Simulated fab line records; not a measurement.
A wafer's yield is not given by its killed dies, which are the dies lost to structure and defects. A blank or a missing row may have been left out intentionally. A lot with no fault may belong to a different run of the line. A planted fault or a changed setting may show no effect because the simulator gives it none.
Problem report in the 8D (eight disciplines) form, filled by code + flow rit-cmos + the parts of the form that need people (team, actions taken, sign-off) are left out

## 1. THE PROBLEM
Mean GATE_POLY_THK at RIT_GATE_THK_MEAS_09: 194.1 nm over 9 wafers in 3 lots; fault-free wafers: 249.8 nm, standard deviation 2.3. Relative to the usual mean, that is a shift of -24 standard deviations.
Earliest sighting: wafer L464.3 on film-metro-01 at day 4 04:44. The record holds 39 wafers of 13 lots with a number at this step. Rule for "out" (also "out of limits"): further than 4 standard deviations from the usual mean. Any other wafer with a number is counted as sound.

## 2. WHAT IT IS, AND WHAT IT ISN'T
| question                    | is                                          | is not                                                                                       |
|-----------------------------|---------------------------------------------|----------------------------------------------------------------------------------------------|
| which readings at this step | GATE_POLY_THK                               | -                                                                                            |
| which lots                  | L464, L466, L467                            | L457, L458, L459, L460, L463, L468, L474, L478, L479, L480                                   |
| which wafers of those lots  | all that have a number                      | -                                                                                            |
| read on which gauges        | film-metro-01, film-metro-02, film-metro-03 | -                                                                                            |
| when                        | from day 4 04:44                            | up to then (15 sound wafers); but 15 sound wafers of L468, L474, L478, L479, L480 came after |

## 3. WHAT RULES OUT EACH SUSPECT
Counting: a tool at a process step up to the reading stays a suspect if it ran every lot that is out and no sound lot after the first of them.
- ruled out: the gauge at RIT_GATE_THK_MEAS_09. 3 gauges (film-metro-01, film-metro-02, film-metro-03) read the wafers that are out.
- lpcvd-02 at RIT_GATE_CVD_08 (deposits poly-Si from SiH4, target thk 250 nm, time 2220 s): kept. It processed each lot that is out, first L464 at day 4 02:18, and no sound lot thereafter; up to then, the last sound lot it processed was L458 at day 3 02:23. Its own spike-tc-centre-C, spike-tc-load-C readings are out on those wafers.
After counting, what remains is lpcvd-02 at RIT_GATE_CVD_08.

## 4. THE CAUSE (what the simulator had put in)
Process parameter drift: lpcvd-02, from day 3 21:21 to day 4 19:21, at RIT_GATE_CVD_08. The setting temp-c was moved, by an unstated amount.
This tool alone remained once counting was done.

## 5. SEQUENCE OF EFFECTS, ordered by route
Each row: a reading whose mean over the struck wafers that have a number lies more than 3 standard deviations from the usual. Readings are gone through only where the record gives a usual standard deviation; hours: the median, over the lots, of the time from a lot's start at the first step in this table giving one to that lot's start at this step; sigmas: the change measured in usual standard deviations.
| hours | step                 | reading           | usual      | on struck wafers | change | sigmas |
|-------|----------------------|-------------------|------------|------------------|--------|--------|
| 0     | RIT_GATE_CVD_08      | spike-tc-centre-C | 612.0 C    | 602.6            | -9.4   | -5.9   |
| 0     | RIT_GATE_CVD_08      | spike-tc-load-C   | 633.8 C    | 623.5            | -10.3  | -6.4   |
| 0     | RIT_GATE_CVD_08      | spike-tc-source-C | 632.0 C    | 622.0            | -10.0  | -4.6   |
| 2     | RIT_GATE_THK_MEAS_09 | GATE_POLY_THK     | 249.8 nm   | 194.1            | -55.7  | -24    |
| 3     | RIT_GATE_ETCH_19     | oes-product-au    | 0.849 a.u. | 0.711            | -0.138 | -9.2   |
Here are the process steps it includes:
- RIT_GATE_CVD_08: deposits poly-Si from SiH4, target thk 250 nm, time 2220 s.
- RIT_GATE_ETCH_19: etches poly-Si in SF6/CHF3/O2, stops on SiO2, time 165 s, target depth 312.5 nm.

## 6. HOW IT WOULD HAVE BEEN CAUGHT EARLIER
7 hours passed between the start of the fault at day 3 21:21 and the first reading out of limits at a measuring or inspecting step in this record, taken at day 4 04:44.
At RIT_GATE_CVD_08, the tool's own readings (spike-tc-centre-C, spike-tc-load-C) were out on each struck wafer the step has a row for, so an alarm limit on them would have fired on the first such wafer.
L466, L467, from the lots that are out (3), started RIT_GATE_CVD_08 on lpcvd-02 later than day 4 04:44. A hold on the tool at that time would have spared those 2.
